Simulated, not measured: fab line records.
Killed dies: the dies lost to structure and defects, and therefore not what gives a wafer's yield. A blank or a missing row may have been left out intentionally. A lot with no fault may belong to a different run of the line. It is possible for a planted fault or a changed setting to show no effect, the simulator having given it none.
Which tool was responsible?	flow berkeleyCmos170	Sampling: 14 lots, 42 wafers, 4 of 331 route steps

WHAT EACH GAUGE READ, for each wafer
UCB170_START_BOW_MEAS_00.
lot	measured	on	INCOMING_BOW (um)
L385	day 1 10:01	filmMetro-02	-3 0 1
L387	day 1 20:00	filmMetro-03	-2 14 -8
L388	day 2 01:00	filmMetro-02	-1 -4 7
L389	day 2 06:02	filmMetro-04	-1 1 3
L391	day 2 16:00	filmMetro-04	1 2 -1
L392	day 2 21:04	filmMetro-04	5 -7 2
L394	day 3 07:07	filmMetro-04	5 10 -16
L395	day 3 12:00	filmMetro-03	1 10 0
L396	day 3 17:00	filmMetro-04	-5 -8 -1
L397	day 3 22:04	filmMetro-04	3 -12 2
L398	day 4 03:00	filmMetro-03	-2 -3 4
L403	day 5 04:01	filmMetro-03	-7 12 -10
L405	day 5 14:00	filmMetro-04	-3 -6 9
L407	day 6 00:01	filmMetro-03	-1 0 -7

UCB170_PLDD_OVL_MEAS_07.
lot	measured	on	PLDD_OVL (nm)
L385	day 7 00:46	overlay-01	-2 -9 -3
L387	day 7 22:28	overlay-01	-7 -4 -10
L388	day 7 22:27	overlay-02	-2 0 4
L389	day 8 17:48	overlay-01	-7 -16 -20
L391	day 8 18:02	overlay-02	3 -5 -5
L392	day 8 18:17	overlay-01	-3 -9 -9
L394	day 9 18:52	overlay-01	1 1 -2
L395	day 9 19:11	overlay-02	-12 -12 -17
L396	day 9 19:26	overlay-02	-4 -7 -4
L397	day 10 05:10	overlay-02	-10 -6 -9
L398	day 10 05:26	overlay-01	-6 -10 -5
L403	day 11 14:34	overlay-01	1 -7 -1
L405	day 11 14:10	overlay-02	-9 -10 -1
L407	day 11 17:15	overlay-01	1 -2 3

TOOL THAT RAN EACH LOT (tool first, then ch and the chambers of the sampled wafers, then the start)
lot	UCB170_NWELL_ETCH_13	UCB170_NWELL_STRIP_15
L385	rieDiel-01 ch 0,3, day 2 08:03	plasmaAsher-01 ch 0,1, day 2 08:18
L387	rieDiel-01 ch 0,2,3, day 2 22:24	plasmaAsher-02 ch 0,1, day 2 22:39
L388	rieDiel-03 ch 0,2, day 3 05:13	plasmaAsher-02 ch 0,1, day 3 05:28
L389	rieDiel-01 ch 0,2,3, day 3 13:21	plasmaAsher-02 ch 0,1, day 3 13:38
L391	rieDiel-02 ch 1,2,3, day 3 16:04	plasmaAsher-01 ch 0,1, day 3 16:19
L392	rieDiel-03 ch 0,1,2, day 3 16:18	plasmaAsher-04 ch 0,1, day 3 16:35
L394	rieDiel-02 ch 0,1,3, day 4 10:22	plasmaAsher-04 ch 0,1, day 4 10:36
L395	rieDiel-02 ch 0,3, day 4 15:37	plasmaAsher-02 ch 0,1, day 4 15:52
L396	rieDiel-03 ch 0,1,2, day 4 15:47	plasmaAsher-01 ch 0,1, day 4 16:02
L397	rieDiel-03 ch 0,1,3, day 5 02:40	plasmaAsher-02 ch 0,1, day 5 02:57
L398	rieDiel-02 ch 0,3, day 5 08:13	plasmaAsher-02 ch 1, day 5 08:28
L403	rieDiel-02 ch 0,1, day 6 09:09	plasmaAsher-01 ch 0,1, day 6 09:24
L405	rieDiel-01 ch 2,3, day 6 16:40	plasmaAsher-04 ch 0,1, day 6 16:55
L407	rieDiel-01 ch 1,3, day 7 09:38	plasmaAsher-01 ch 0,1, day 7 09:53
- UCB170_NWELL_ETCH_13: etches Si3N4 in CH3F/Ar/O2, stops on SiO2, target depth 246.4 nm, time 154 s.
- UCB170_NWELL_STRIP_15: strips in O2.

AS READ BY THE TOOLS THEMSELVES (means over the sampled wafers that have a number; for cases with no such wafer, the mark the record gives instead)
UCB170_NWELL_ETCH_13.
lot	tool	O2_flow_sccm (sccm)	drypumpMotorCurrentA (A)	oesProductAu (a.u.)	runLengthS (s)	throttleValvePct (%)
L385	rieDiel-01	7.002	5.5	0.964	182.5	8.02
L387	rieDiel-01	6.995	5.3	0.942	182.4	8.06
L388	rieDiel-03	7.003	5.8	0.966	181.9	8.14
L389	rieDiel-01	6.998	5.3	0.953	182.5	8.06
L391	rieDiel-02	6.990	5.5	0.944	182.3	7.98
L392	rieDiel-03	6.993	5.5	0.955	182.2	8.11
L394	rieDiel-02	6.982	5.4	0.940	182.0	8.06
L395	rieDiel-02	6.990	5.4	0.920	181.5	7.92
L396	rieDiel-03	7.018	5.5	0.962	182.2	8.11
L397	rieDiel-03	7.005	5.9	0.958	182.1	8.03
L398	rieDiel-02	6.979	5.3	0.923	182.0	8.02
L403	rieDiel-02	7.008	5.3	0.926	182.1	8.18
L405	rieDiel-01	7.006	5.3	0.973	144.5	8.15
L407	rieDiel-01	6.995	6.2	0.942	163.3	7.95

UCB170_NWELL_STRIP_15.
lot	tool	drypumpMotorCurrentA (A)	oesProductAu (a.u.)	stripTimeToEndpointS (s)
L385	plasmaAsher-01	5.6	0.722	18.13
L387	plasmaAsher-02	5.8	0.722	17.97
L388	plasmaAsher-02	5.8	0.725	17.95
L389	plasmaAsher-02	5.8	0.716	18.06
L391	plasmaAsher-01	5.5	0.721	18.04
L392	plasmaAsher-04	5.7	0.716	17.95
L394	plasmaAsher-04	5.4	0.720	17.92
L395	plasmaAsher-02	5.8	0.718	17.86
L396	plasmaAsher-01	5.6	0.720	17.93
L397	plasmaAsher-02	5.8	0.721	17.95
L398	plasmaAsher-02	5.7	0.722	17.89
L403	plasmaAsher-01	5.5	0.722	17.99
L405	plasmaAsher-04	5.7	0.717	18.93
L407	plasmaAsher-01	5.6	0.721	18.53

THE ANSWER, worked out from the rows above alone
Rule: the usual values come from the lots themselves. Put in order of their means at a reading, lots are off if they are a third of the lots or fewer, leave a main group of 4 or more, and stand apart from it by a gap of 3 or more times the standard deviation of the main group's means; of several such gaps the widest counts. The tables above print the reading to a certain number of digits; a main group whose means all agree to those digits is not used. A lot without any number at a reading at which 4 lots or more have one is off too. Any other lot the step has rows for is counted as sound. First the gauges in route order, then the tools' own readings, where a lot's mean is used as printed above. At the first step where some lot is off, the reading lying furthest off is the one used; lots without a number count as furthest.
Off: L405, L407 (UCB170_NWELL_ETCH_13, runLengthS). Main group: mean 182.1 s, sd 0.27.
If a tool, at that step or one of the process steps before it, ran each lot that is off and ran no sound lot following the first of them, it fits. One candidate fits, namely rieDiel-01 at UCB170_NWELL_ETCH_13. A fault onset in the window from L389 (day 3 13:21, its last sound lot) to L405 (day 6 16:40, its first lot off) fits.
The tool's own readings at UCB170_NWELL_ETCH_13 bear it out: on the lots that are off they differ by more than 5 times the standard deviation of the sound lots' means. runLengthS reads 153.9 s there against 182.1 s on the sound lots.

WHAT THE SIMULATOR PUT IN
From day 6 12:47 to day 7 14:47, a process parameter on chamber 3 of rieDiel-01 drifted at UCB170_NWELL_ETCH_13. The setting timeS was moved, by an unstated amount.
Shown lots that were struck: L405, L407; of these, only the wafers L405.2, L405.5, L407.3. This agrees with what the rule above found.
